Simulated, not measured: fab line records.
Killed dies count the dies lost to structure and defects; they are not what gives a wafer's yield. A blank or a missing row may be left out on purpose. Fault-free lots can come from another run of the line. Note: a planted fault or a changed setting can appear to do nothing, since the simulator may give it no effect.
8D (eight disciplines) problem report, filled in by code / flow ritCmos / the parts of the form that need people (team, actions taken, sign-off) are left out

== 1. WHAT IS WRONG ==
doseIonsCm2 at RIT_PRETRO_IMPLANT_08 reads a mean of 1.1723e+13 on 6 wafers of 2 lots; wafers without a fault read 1.2003e+13 with a standard deviation of 1.4e+10. Measured from the usual mean, that is -20 standard deviations.
First observed at day 5 19:40: wafer L665.3, on implanter-02. The record has a number at this step for 42 wafers belonging to 14 lots. Rule for "out" (also "out of limits"): further than 4 standard deviations from the usual mean. Any other wafer with a number is counted as sound.

== 2. WHAT IT IS, AND WHAT IT ISN'T ==
question=which readings at this step | is=doseIonsCm2 | is not=-
question=which lots | is=L665, L667 | is not=L648, L649, L650, L652, L653, L654, L655, L656, L657, L658, L669, L671
question=which wafers of those lots | is=all that have a number | is not=-
question=read on which tools | is=implanter-02 | is not=implanter-01, implanter-03
question=when | is=from day 5 19:40 | is not=up to then (30 sound wafers); but 6 sound wafers of L669, L671 came after

== 3. SUSPECTS, AND WHAT RULES EACH OUT ==
Counting: any tool at a process step up to the reading is kept as a suspect provided that every lot that is out went through it and no sound lot did after the first of them.
- implanter-02 at RIT_PRETRO_IMPLANT_08: kept. All lots that are out passed through it, beginning with L665 at day 5 19:40, and no sound lot followed; its final sound lot before that point was L658 at day 4 09:10. Its own readings are out on those wafers: doseIonsCm2.
After counting, what remains is implanter-02 at RIT_PRETRO_IMPLANT_08.

== 4. THE CAUSE (what the simulator had put in) ==
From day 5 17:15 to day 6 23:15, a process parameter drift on implanter-02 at RIT_PRETRO_IMPLANT_08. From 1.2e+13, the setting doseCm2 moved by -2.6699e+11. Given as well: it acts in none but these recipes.
This tool alone remained once counting was done.

== 5. THE EFFECT CHAIN, in route order ==
Each row: a reading where the mean over the struck wafers with a number is more than 3 standard deviations away from the usual. Only readings whose record carries a usual standard deviation are examined. hours: median over the lots of the time between each lot's start at the first step of this table that gives one and its start at this step. sigmas: the change, counted in usual standard deviations.
hours=0; step=RIT_PRETRO_IMPLANT_08; reading=doseIonsCm2; usual=1.2003e+13; on struck wafers=1.1723e+13; change=-2.7983e+11; sigmas=-20
Here are the process steps it includes:
- RIT_PRETRO_IMPLANT_08

== 6. WHAT WOULD HAVE CAUGHT IT SOONER ==
The fault began at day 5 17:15; the first out-of-limits reading in this record came at day 5 19:40, 2 hours later.
